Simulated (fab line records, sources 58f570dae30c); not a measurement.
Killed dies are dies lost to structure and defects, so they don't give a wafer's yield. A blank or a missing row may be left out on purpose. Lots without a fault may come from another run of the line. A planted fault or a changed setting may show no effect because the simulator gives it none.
Which tool did it? | flow berkeley_cmos170 | 7 lots, 21 wafers sampled, at 5 steps of a route of 331

WHAT THE GAUGES READ, wafer by wafer
UCB170_SDANNEAL_RS_MEAS_05: measures by four-point-probe.
lot  | measured     | on            | NLDD_RS (ohm/sq)
L444 | day 7 01:56  | film_metro-03 | 615.0 615.8 616.2
L445 | day 7 18:07  | film_metro-03 | 617.6 615.1 618.0
L447 | day 8 05:19  | film_metro-03 | 617.3 618.0 617.0
L453 | day 8 23:23  | film_metro-01 | 577.6 559.3 552.1
L457 | day 10 05:09 | film_metro-02 | 613.8 613.8 615.0
L460 | day 11 03:25 | film_metro-02 | 614.6 615.3 616.7
L464 | day 11 22:47 | film_metro-03 | 614.8 614.5 613.9

WHICH TOOL RAN EACH LOT (tool, then ch and the chambers of the sampled wafers, then the start)
lot  | UCB170_GATE_ETCH_14                | UCB170_NLDD_IMPLANT_08          | UCB170_NSD_STRIP_09                  | UCB170_SDANNEAL_RTA_00
L444 | rie_diel-02 ch 0,1, day 6 09:31    | implanter-02 ch 0, day 6 14:30  | plasma_asher-03 ch 0,1, day 7 00:24  | rtp_anneal-02 ch 0, day 7 01:28
L445 | rie_diel-03 ch 0,1,3, day 7 03:09  | implanter-04 ch 0, day 7 06:40  | plasma_asher-04 ch 0, day 7 16:22    | rtp_anneal-01 ch 0, day 7 17:38
L447 | rie_diel-02 ch 1,2,3, day 7 11:13  | implanter-04 ch 0, day 7 16:46  | plasma_asher-03 ch 0,1, day 8 03:45  | rtp_anneal-01 ch 0, day 8 04:49
L453 | rie_diel-02 ch 0,1,3, day 8 08:14  | implanter-02 ch 0, day 8 12:02  | plasma_asher-04 ch 0,1, day 8 21:50  | rtp_anneal-01 ch 0, day 8 22:53
L457 | rie_diel-01 ch 0,1, day 9 12:50    | implanter-04 ch 0, day 9 16:44  | plasma_asher-04 ch 0,1, day 10 02:59 | rtp_anneal-01 ch 0, day 10 04:39
L460 | rie_diel-01 ch 1,3, day 10 12:56   | implanter-04 ch 0, day 10 18:48 | plasma_asher-04 ch 0,1, day 11 01:52 | rtp_anneal-02 ch 0, day 11 02:56
L464 | rie_diel-01 ch 1,2,3, day 11 05:56 | implanter-01 ch 0, day 11 09:36 | plasma_asher-04 ch 0,1, day 11 20:23 | rtp_anneal-01 ch 0, day 11 22:18
- UCB170_GATE_ETCH_14: etches BARC in N2/H2.
- UCB170_NLDD_IMPLANT_08
- UCB170_NSD_STRIP_09: strips in O2.
- UCB170_SDANNEAL_RTA_00: time 10 s.

THE ANSWER, worked out from the rows above alone
Rule: what is usual is taken from the lots themselves. Put in order of their means at a reading, lots are off if they are a third of the lots or fewer, leave a main group of 4 or more, and stand apart from it by a gap of 3 or more times the standard deviation of the main group's means; of several such gaps the widest counts. A main group whose means are all the same, to the digits that the tables above print for the reading, isn't used. A lot without any number at a reading at which 4 lots or more have one is off too. The other lots that the step has rows for count as sound.
Off: L453, at UCB170_SDANNEAL_RS_MEAS_05 (NLDD_RS). The main group: mean 615.7 ohm/sq, standard deviation 1.2.
A tool fits if, at a process step before that reading, it ran every lot that is off, and no sound lot after the first of them. The gauges at UCB170_SDANNEAL_RS_MEAS_05 are tried like those tools. Can't be told from this: 3 tools fit, rie_diel-02 at UCB170_GATE_ETCH_14, implanter-02 at UCB170_NLDD_IMPLANT_08, film_metro-01 at UCB170_SDANNEAL_RS_MEAS_05.

WHAT THE SIMULATOR HAD PUT IN
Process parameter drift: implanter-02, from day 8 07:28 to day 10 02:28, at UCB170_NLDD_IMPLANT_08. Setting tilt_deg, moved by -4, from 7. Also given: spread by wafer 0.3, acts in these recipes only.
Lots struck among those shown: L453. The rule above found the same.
